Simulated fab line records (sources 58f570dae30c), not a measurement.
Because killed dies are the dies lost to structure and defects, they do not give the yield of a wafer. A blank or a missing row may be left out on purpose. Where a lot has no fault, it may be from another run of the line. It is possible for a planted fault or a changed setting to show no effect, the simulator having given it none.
Which tool is to blame? | flow berkeley-cmos170 | 45 wafers from 15 lots sampled at 3 of the route's 331 steps

## WHAT THE GAUGES READ, wafer by wafer
UCB170_PSD_CD_MEAS_06 targets a cd of 1200 nm.
lot  | measured     | on        | cd-nm (nm)
L191 | day 6 09:23  | cd-sem-02 | 1201.1 1201.4 1201.4
L192 | day 6 16:02  | cd-sem-01 | 1198.9 1198.7 1199.9
L194 | day 7 01:55  | cd-sem-01 | 1199.2 1199.3 1199.8
L193 | day 7 01:36  | cd-sem-01 | 1200.1 1200.0 1201.2
L195 | day 7 14:47  | cd-sem-01 | 1201.1 1200.2 1200.8
L196 | day 7 15:24  | cd-sem-01 | 1199.3 1200.9 1199.4
L197 | day 8 05:45  | cd-sem-01 | 1200.8 1201.6 1201.8
L199 | day 8 06:21  | cd-sem-01 | 1199.1 1199.0 1199.3
L201 | day 8 16:50  | cd-sem-02 | 1201.1 1200.1 1200.4
L203 | day 9 03:05  | cd-sem-01 | 1196.2 1199.2 1197.7
L210 | day 10 04:25 | cd-sem-02 | 1197.6 1197.9 1196.8
L211 | day 10 03:41 | cd-sem-01 | 1200.9 1202.2 1200.8
L212 | day 10 20:34 | cd-sem-01 | 1200.4 1200.5 1200.2
L213 | day 10 20:25 | cd-sem-02 | 1198.9 1199.2 1197.4
L214 | day 11 02:38 | cd-sem-02 | 1201.5 1200.5 1201.8

UCB170_SDANNEAL_RS_MEAS_02: uses a four-point probe to measure.
lot  | measured     | on            | PSD_RS (ohm/sq)
L191 | day 6 15:07  | film-metro-03 | 75.4 75.2 75.6
L192 | day 6 19:22  | film-metro-02 | 74.8 75.1 74.8
L194 | day 7 07:28  | film-metro-03 | 75.5 75.6 76.2
L193 | day 7 07:38  | film-metro-02 | 75.3 75.2 75.2
L195 | day 7 18:58  | film-metro-01 | 75.3 75.4 75.3
L196 | day 7 19:02  | film-metro-03 | 75.1 75.4 75.4
L197 | day 8 09:02  | film-metro-03 | 75.7 75.6 75.7
L199 | day 8 10:17  | film-metro-02 | 75.6 75.3 75.6
L201 | day 8 20:02  | film-metro-02 | 75.4 75.3 75.5
L203 | day 9 06:56  | film-metro-02 | 76.2 76.2 76.1
L210 | day 10 11:07 | film-metro-03 | 75.6 76.0 75.7
L211 | day 10 09:38 | film-metro-02 | 75.3 75.0 74.9
L212 | day 11 02:40 | film-metro-02 | 75.2 75.2 75.6
L213 | day 11 00:16 | film-metro-02 | 75.2 75.3 75.4
L214 | day 11 06:23 | film-metro-02 | 75.3 75.9 75.8

## TOOL THAT RAN EACH LOT (tool first, then ch and the chambers of the sampled wafers, then the start)
lot  | UCB170_PVT_STRIP_08
L191 | plasma-asher-01 ch 0,1, day 5 10:16
L192 | plasma-asher-03 ch 0,1, day 5 20:17
L194 | plasma-asher-01 ch 0,1, day 6 02:29
L193 | plasma-asher-02 ch 0,1, day 6 02:58
L195 | plasma-asher-01 ch 0,1, day 6 15:24
L196 | plasma-asher-02 ch 0,1, day 6 16:27
L197 | plasma-asher-02 ch 0,1, day 7 08:32
L199 | plasma-asher-01 ch 0,1, day 7 09:49
L201 | plasma-asher-01 ch 0,1, day 7 16:16
L203 | plasma-asher-01 ch 0,1, day 8 00:34
L210 | plasma-asher-02 ch 0,1, day 9 08:26
L211 | plasma-asher-01 ch 0,1, day 9 08:35
L212 | plasma-asher-03 ch 0,1, day 9 21:20
L213 | plasma-asher-02 ch 0,1, day 9 21:38
L214 | plasma-asher-01 ch 0,1, day 10 08:25
- UCB170_PVT_STRIP_08: strips in O2.

## WHAT THE TOOLS THEMSELVES READ (means of the sampled wafers that have a number; where no wafer has one, the mark that the record gives instead)
UCB170_PVT_STRIP_08.
lot  | tool            | drypump-motor-current-A (A) | oes-product-au (a.u.) | strip-time-to-endpoint-s (s)
L191 | plasma-asher-01 | 5.6                         | 0.731                 | 21.60
L192 | plasma-asher-03 | 5.7                         | 0.736                 | 21.61
L194 | plasma-asher-01 | 5.6                         | 0.735                 | 21.57
L193 | plasma-asher-02 | 6.0                         | 0.732                 | 21.68
L195 | plasma-asher-01 | 5.3                         | 0.732                 | 21.57
L196 | plasma-asher-02 | 6.0                         | 0.736                 | 21.71
L197 | plasma-asher-02 | 5.9                         | 0.735                 | 21.72
L199 | plasma-asher-01 | 5.3                         | 0.734                 | 21.69
L201 | plasma-asher-01 | 5.3                         | 0.730                 | 21.66
L203 | plasma-asher-01 | 5.3                         | 0.732                 | 21.75
L210 | plasma-asher-02 | 6.0                         | 0.735                 | 21.70
L211 | plasma-asher-01 | 5.3                         | 0.732                 | 21.67
L212 | plasma-asher-03 | 5.7                         | 0.732                 | 21.59
L213 | plasma-asher-02 | 5.9                         | 0.738                 | 21.62
L214 | plasma-asher-01 | 5.3                         | 0.733                 | 21.60

## THE ANSWER, worked out from the rows above alone
Rule: usual is defined by the lots themselves. Put in order of their means at a reading, lots are off if they are a third of the lots or fewer, leave a main group of 4 or more, and stand apart from it by a gap of 3 or more times the standard deviation of the main group's means; of several such gaps the widest counts. Not used: any main group whose means are identical at the precision the tables above print for the reading. Also off: a lot with no number at a reading for which 4 or more lots have one. All remaining lots with rows at the step are treated as sound. After the gauges, taken in route order, come the tools' own readings; for these a lot's mean is taken, as printed above. At the first step where some lot is off, the reading lying furthest off is the one used; lots without a number count as furthest.
No lot is off on any of the readings shown, so nothing can be concluded from this.

## WHAT THE SIMULATOR PUT IN
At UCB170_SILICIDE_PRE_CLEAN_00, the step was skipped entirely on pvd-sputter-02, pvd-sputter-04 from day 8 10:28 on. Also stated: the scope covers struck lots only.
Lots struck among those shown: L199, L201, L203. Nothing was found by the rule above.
